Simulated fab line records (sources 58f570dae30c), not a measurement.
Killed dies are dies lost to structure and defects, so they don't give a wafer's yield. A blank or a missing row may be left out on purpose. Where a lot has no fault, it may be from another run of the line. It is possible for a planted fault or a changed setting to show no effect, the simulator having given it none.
Chamber matching :: flow berkeley cmos170 :: UCB170_ACTIVE_ETCH_15 on rie diel-04: 4 sister chambers
The step etches Si3N4 in CH3F/Ar/O2, stops on SiO2, target depth 242 nm, time 151 s. 4 wafers are shown with their chamber, then 7 later ones without.

## WAFERS, EACH WITH ITS CHAMBER
wafer: L689.2
chamber: 2
throttle valve pct (%): 7.87

wafer: L691.6
chamber: 1
throttle valve pct (%): 7.81

wafer: L693.3
chamber: 3
throttle valve pct (%): 8.08

wafer: L693.4
chamber: 0
throttle valve pct (%): 7.86

## WAFERS WHOSE CHAMBER IS MISSING
wafer: L693.5
throttle valve pct (%): 8.06

wafer: L697.1
throttle valve pct (%): 7.86

wafer: L697.3
throttle valve pct (%): 8.07

wafer: L697.6
throttle valve pct (%): 7.88

wafer: L707.3
throttle valve pct (%): 8.09

wafer: L707.4
throttle valve pct (%): 7.87

wafer: L707.6
throttle valve pct (%): 7.87

## THE CHAMBER EACH PASSED THROUGH
wafer: L693.5
from the rows above: 3
in truth: 3

wafer: L697.1
from the rows above: can't be placed: 0 or 2
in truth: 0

wafer: L697.3
from the rows above: 3
in truth: 3

wafer: L697.6
from the rows above: can't be placed: 2 or 0
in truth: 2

wafer: L707.3
from the rows above: 3
in truth: 3

wafer: L707.4
from the rows above: can't be placed: 2 or 0
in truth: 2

wafer: L707.6
from the rows above: can't be placed: 2 or 0
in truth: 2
Correctly placed: 3 of 7. These rows do not allow placing 4 (true chamber among the candidates in 4). Placed wrongly: 0.
How it was worked out, from the rows above alone: a wafer's distance from a chamber is the root of the sum, over the readings, of the square of ((its reading less the chamber's mean) divided by the reading's scatter). The wafer belongs to the nearest chamber; if the next one is less than 2 further off, it can't be placed. For every chamber, the mean is computed from those of its wafers that are shown. The scatter: root of mean squared gap, hidden wafer to nearest shown wafer, with one shown wafer a chamber.
